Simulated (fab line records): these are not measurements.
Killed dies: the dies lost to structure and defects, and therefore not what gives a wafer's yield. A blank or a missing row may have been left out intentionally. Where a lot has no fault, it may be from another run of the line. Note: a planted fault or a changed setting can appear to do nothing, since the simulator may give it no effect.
A struck lot beside a sound one || flow berkeley cmos170 || 16 steps out of a route of 331
Sound: these wafers, L182.4, L182.5, L182.6. The struck wafers were L186.1, L186.2, L186.3. Last of all comes the cause.
Per side, at each step with rows, come the tool, then ch with its chambers, and then its first start. Under that, the readings that differ: sound wafers || struck wafers || difference of the means || sigmas: that difference in standard deviations of wafers without a fault.
alike: readings whose means differ by less than 2 such deviations, and words and numbers that are the same on both sides. not compared: withheld readings, readings that some wafer has no value for, bounds like >300 that may hide the same value, and numbers for which the record gives no deviation and whose values overlap.
Wherever a step has rows on one side only, a row that says differs or no value, or a row with sigmas, the two part there. Non-overlapping numbers with no deviation appear without sigmas and do not part them. Lack of a reading on every wafer of one side parts them only where that side has two or more wafers.

first, 1 step without rows for these wafers: UCB170_START_OXIDATION_02 (target thk 20 nm, ox time 1800 s).
UCB170_START_THK_MEAS_03:
  struck on film metro-01, day 3 21:48; sound on film metro-01, day 3 01:44
  alike: START_OXIDE_THK
then, 7 steps without rows for these wafers: UCB170_START_ANNEAL_04 (time 1200 s); UCB170_ZERO_HMDS_00 (prime time 60 s); UCB170_ZERO_COAT_01 (resist thk 900 nm); UCB170_ZERO_SOFTBAKE_02 (time 60 s); UCB170_ZERO_EXPOSE_03 (exposes mask PM MARKS, target cd 4000 nm); UCB170_ZERO_PEB_04; UCB170_ZERO_DEVELOP_05 (develop time 45 s).
UCB170_ZERO_ETCH_06: etches SiO2 in CHF3/CF4/Ar, time 12 s.
  sound on rie diel-03 ch 0,1, day 3 08:22; struck on rie diel-01 ch 0,1,2, day 4 03:27
  alike: cf4 flow sccm, drypump motor current A, mfc ar sccm, oes product au, throttle valve pct
  not compared: rf hours counter h
UCB170_ZERO_STRIP_07: strips in O2.
  sound on plasma asher-02 ch 0,1, day 3 08:25; struck on plasma asher-01 ch 0,1, day 4 03:28
  alike: drypump motor current A, oes product au, strip time to endpoint s
  not compared: rf hours counter h
then, 1 step without rows for these wafers: UCB170_NWELL_WET_ETCH_00 (etches SiO2 in dHF, time 200 s).
UCB170_NWELL_OXIDATION_01: target thk 26.4 nm, ox time 1260 s.
  sound on furnace-01 ch 0, day 3 14:17; struck on furnace-01 ch 0, day 4 07:52
{"reading": "spike tc centre C (C)", "sound": "1002.3 1002.1 1001.8", "struck": "1031.3 1032.5 1032.8", "difference": "+30.1", "sigmas": "+25"}
{"reading": "spike tc load C (C)", "sound": "1022.6 1022.1 1022.9", "struck": "1055.6 1051.7 1052.6", "difference": "+30.8", "sigmas": "+13"}
{"reading": "spike tc source C (C)", "sound": "1032 1030 1033", "struck": "1060 1061 1061", "difference": "+29", "sigmas": "+7"}
{"reading": "tube center temp C (C)", "sound": "1000 1000.2 999.95", "struck": "1030.5 1030.4 1030.5", "difference": "+30.4", "sigmas": "+99 or more"}
{"reading": "tube_center_temp_C_max", "sound": "1002.8 1002.7 1002.5", "struck": "1032.6 1034.5 1033.9", "difference": "+31.0", "sigmas": "+76"}
{"reading": "zone power load pct (%)", "sound": "31.2 31.4 31.6", "struck": "34.6 34.4 33.6", "difference": "+2.8", "sigmas": "+3"}
{"reading": "model.SiO2_of_NWELL_OXIDATION_01.thk nm (nm)", "sound": "26.35 26.1 25.91", "struck": "34.15 34.16 33.66", "difference": "+7.87", "sigmas": ""}
UCB170_NWELL_THK_MEAS_02:
  struck on film metro-04, day 4 09:13; sound on film metro-02, day 3 15:40
{"reading": "NWELL_OXIDE_THK (nm)", "sound": "26.4 26.0 25.9", "struck": "34.1 34.2 33.7", "difference": "+7.9", "sigmas": "+16"}
then, 2 steps without rows for these wafers: UCB170_NWELL_ANNEAL_03 (time 900 s); UCB170_M3_PROBE_99.

WHERE THEY PART
At UCB170_NWELL_OXIDATION_01 first; at UCB170_NWELL_THK_MEAS_02 last (within this record only).

WHY: the cause the simulator had injected
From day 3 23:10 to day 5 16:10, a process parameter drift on furnace-01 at UCB170_NWELL_OXIDATION_01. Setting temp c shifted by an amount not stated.
